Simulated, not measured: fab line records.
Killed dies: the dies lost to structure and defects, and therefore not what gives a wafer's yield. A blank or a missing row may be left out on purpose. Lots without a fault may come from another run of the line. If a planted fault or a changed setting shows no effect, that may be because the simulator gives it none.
Matching of chambers ; flow berkeley_cmos170 ; pecvd-02 running UCB170_SPACER_CVD_00: 3 sister chambers
The step deposits SiO2 from TEOS/O2, target thk 376 nm, time 47 s. 6 wafers are shown with their chamber, then 7 later ones without.

== WAFERS, EACH WITH ITS CHAMBER ==
wafer;chamber;heater_power_w (W)
L141.4;2;298
L143.4;0;339
L143.5;1;314
L143.6;2;207
L148.2;0;331
L148.4;1;302

== WAFERS WITHOUT THEIR CHAMBER ==
wafer;heater_power_w (W)
L148.5;340
L151.1;319
L151.5;331
L151.6;267
L152.1;323
L152.3;346
L152.6;232

== WHICH CHAMBER EACH ONE RAN IN ==
wafer;from the rows above;in truth
L148.5;can't be placed: 0 or 1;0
L151.1;can't be placed: 1 or 0 or 2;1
L151.5;can't be placed: 0 or 1 or 2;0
L151.6;can't be placed: 2 or 1 or 0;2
L152.1;can't be placed: 0 or 1 or 2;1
L152.3;can't be placed: 0 or 1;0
L152.6;can't be placed: 2 or 1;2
Placed correctly: 0 of 7. From these rows, 7 cannot be placed; in 7 the true chamber is one of the candidates. 0 placed wrongly.
How it was worked out, from the rows above alone: a wafer's distance from a chamber is the root of the sum, over the readings, of the square of ((its reading less the chamber's mean) divided by the reading's scatter). If the next closest chamber is less than 2 further off than the closest, the wafer can't be placed; otherwise it belongs to the closest. Each chamber's mean is taken over the wafers shown for it. How the scatter is found: for the shown wafers, subtract from each reading the mean of its chamber, square and add these, divide the total by (wafers less chambers), then take the root.
